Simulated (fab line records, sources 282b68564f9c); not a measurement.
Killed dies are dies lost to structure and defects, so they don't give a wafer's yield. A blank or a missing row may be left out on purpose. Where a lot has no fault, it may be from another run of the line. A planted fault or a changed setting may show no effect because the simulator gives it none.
Split-lot experiment :: flow rit cmos :: route with 202 steps; 5 lots, 23 wafers read

## SPLIT DETAILS
At RIT_SPACER_ETCHBACK_05 (etches Si3N4 in SF6/CHF3, stops on SiO2, target depth 250 nm, time 240 s), the setting time s was moved away from the recipe's 240 s on 4 of the 23 wafers read, by -8.2% to +8.1%. All remaining wafers had this setting at the recipe value.

Reading taken at the split's own step.

## THE READING
Si3N4_of_SPACER_CVD_03.thk nm (the simulator's own value, which no gauge read), in nm, at RIT_SPACER_ETCHBACK_05 (etches Si3N4 in SF6/CHF3, stops on SiO2, target depth 250 nm, time 240 s). There is no usual value for it anywhere in the file. Average 196.3 nm, standard deviation 2.1 nm, over the 19 wafers here run with the recipe.

wafer: L078.1
tool, chamber at the split: rie diel-01, 1
time s as run, s: 240
against the recipe: recipe
Si3N4_of_SPACER_CVD_03.thk nm, nm: 194.1
against lot-mates on the recipe: -

wafer: L078.2
tool, chamber at the split: rie diel-01, 2
time s as run, s: 240
against the recipe: recipe
Si3N4_of_SPACER_CVD_03.thk nm, nm: 193.1
against lot-mates on the recipe: -

wafer: L078.3
tool, chamber at the split: rie diel-01, 2
time s as run, s: 240
against the recipe: recipe
Si3N4_of_SPACER_CVD_03.thk nm, nm: 192.3
against lot-mates on the recipe: -

wafer: L078.4
tool, chamber at the split: rie diel-01, 1
time s as run, s: 240
against the recipe: recipe
Si3N4_of_SPACER_CVD_03.thk nm, nm: 194.8
against lot-mates on the recipe: -

wafer: L078.5
tool, chamber at the split: rie diel-01, 2
time s as run, s: 240
against the recipe: recipe
Si3N4_of_SPACER_CVD_03.thk nm, nm: 192.7
against lot-mates on the recipe: -

wafer: L079.1
tool, chamber at the split: rie diel-03, 2
time s as run, s: 240
against the recipe: recipe
Si3N4_of_SPACER_CVD_03.thk nm, nm: 194.5
against lot-mates on the recipe: -

wafer: L079.2
tool, chamber at the split: rie diel-03, 0
time s as run, s: 240
against the recipe: recipe
Si3N4_of_SPACER_CVD_03.thk nm, nm: 197.5
against lot-mates on the recipe: -

wafer: L079.3
tool, chamber at the split: rie diel-03, 1
time s as run, s: 240
against the recipe: recipe
Si3N4_of_SPACER_CVD_03.thk nm, nm: 198.2
against lot-mates on the recipe: -

wafer: L079.5
tool, chamber at the split: rie diel-03, 0
time s as run, s: 240
against the recipe: recipe
Si3N4_of_SPACER_CVD_03.thk nm, nm: 196.1
against lot-mates on the recipe: -

wafer: L079.6
tool, chamber at the split: rie diel-03, 3
time s as run, s: 240
against the recipe: recipe
Si3N4_of_SPACER_CVD_03.thk nm, nm: 198
against lot-mates on the recipe: -

wafer: L081.3
tool, chamber at the split: rie diel-02, 0
time s as run, s: 240
against the recipe: recipe
Si3N4_of_SPACER_CVD_03.thk nm, nm: 196.1
against lot-mates on the recipe: -

wafer: L081.4
tool, chamber at the split: rie diel-02, 2
time s as run, s: 240
against the recipe: recipe
Si3N4_of_SPACER_CVD_03.thk nm, nm: 196.6
against lot-mates on the recipe: -

wafer: L081.6
tool, chamber at the split: rie diel-02, 1
time s as run, s: 240
against the recipe: recipe
Si3N4_of_SPACER_CVD_03.thk nm, nm: 197.2
against lot-mates on the recipe: -

wafer: L082.1
tool, chamber at the split: rie diel-03, 0
time s as run, s: 259.4
against the recipe: +8.1%
Si3N4_of_SPACER_CVD_03.thk nm, nm: 192.8
against lot-mates on the recipe: -6.0

wafer: L082.3
tool, chamber at the split: rie diel-03, 1
time s as run, s: 240
against the recipe: recipe
Si3N4_of_SPACER_CVD_03.thk nm, nm: 199.8
against lot-mates on the recipe: -

wafer: L082.4
tool, chamber at the split: rie diel-03, 1
time s as run, s: 259.4
against the recipe: +8.1%
Si3N4_of_SPACER_CVD_03.thk nm, nm: 193.8
against lot-mates on the recipe: -5.0

wafer: L082.5
tool, chamber at the split: rie diel-03, 0
time s as run, s: 240
against the recipe: recipe
Si3N4_of_SPACER_CVD_03.thk nm, nm: 196.6
against lot-mates on the recipe: -

wafer: L082.6
tool, chamber at the split: rie diel-03, 3
time s as run, s: 240
against the recipe: recipe
Si3N4_of_SPACER_CVD_03.thk nm, nm: 200.1
against lot-mates on the recipe: -

wafer: L084.1
tool, chamber at the split: rie diel-02, 0
time s as run, s: 240
against the recipe: recipe
Si3N4_of_SPACER_CVD_03.thk nm, nm: 196.9
against lot-mates on the recipe: -

wafer: L084.2
tool, chamber at the split: rie diel-02, 1
time s as run, s: 240
against the recipe: recipe
Si3N4_of_SPACER_CVD_03.thk nm, nm: 197.2
against lot-mates on the recipe: -

wafer: L084.3
tool, chamber at the split: rie diel-02, 2
time s as run, s: 220.4
against the recipe: -8.2%
Si3N4_of_SPACER_CVD_03.thk nm, nm: 202.5
against lot-mates on the recipe: +5.3

wafer: L084.5
tool, chamber at the split: rie diel-02, 3
time s as run, s: 220.4
against the recipe: -8.2%
Si3N4_of_SPACER_CVD_03.thk nm, nm: 203.5
against lot-mates on the recipe: +6.3

wafer: L084.6
tool, chamber at the split: rie diel-02, 0
time s as run, s: 240
against the recipe: recipe
Si3N4_of_SPACER_CVD_03.thk nm, nm: 197.4
against lot-mates on the recipe: -

FIT RESULTS
A straight line over all 23 wafers: Si3N4_of_SPACER_CVD_03.thk nm changes by -0.598 nm for each +1% of time s; r = -0.70; the points scatter about the line by 2.2 nm.
The same after taking each lot's own level away (the mean of its wafers on the recipe; 23 wafers): -0.7 nm for each +1%; r = -0.92; scatter 1.1 nm.
On that fit, the largest move of time s shifts the reading by 5.7 nm.
Across the lots, their own levels run from 193.40 to 198.83 nm, a range of 2.5 times the standard deviation given above.
So the lot-to-lot level blurs the effect unless lot-mates are compared.
Check: for one of the wafers moved furthest among these (-8.2%), held out of the fit, the line's prediction against its lot-mates is +5.9 nm. It came out at +5.33 nm against them.

## FURTHER SPLITS ON THESE WAFERS
Note: prior to the reading, these wafers also went through further splits. Each is held against what the fit with the lots' levels taken away leaves over:
other split on the same wafers: RIT_NLDD_SOFTBAKE_02 temp c
wafers away from the commonest value: 5
r with Si3N4_of_SPACER_CVD_03.thk nm (lot level and that fit taken away): +0.10

other split on the same wafers: RIT_PLDD_COAT_01 resist thk nm
wafers away from the commonest value: 6
r with Si3N4_of_SPACER_CVD_03.thk nm (lot level and that fit taken away): -0.26

## THE WHOLE CHAIN: every reading that the file lists as answering this split, in the file's order
step: RIT_SPACER_ETCHBACK_05
what it does: etches Si3N4 in SF6/CHF3, stops on SiO2, target depth 250 nm, time 240 s
reading: poly-Si_of_GATE_CVD_08.thk nm (the simulator's own value, which no gauge read)
change (the file's fit): -0.688 nm for each +1% of the setting
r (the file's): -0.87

step: RIT_SPACER_ETCHBACK_05
what it does: etches Si3N4 in SF6/CHF3, stops on SiO2, target depth 250 nm, time 240 s
reading: Si3N4_of_SPACER_CVD_03.thk nm (the simulator's own value, which no gauge read)
change (the file's fit): -0.696 nm for each +1% of the setting
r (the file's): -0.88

## FILE'S OWN FIT
Si3N4_of_SPACER_CVD_03.thk nm changes by -0.696 nm for each +1% of time s, r = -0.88.
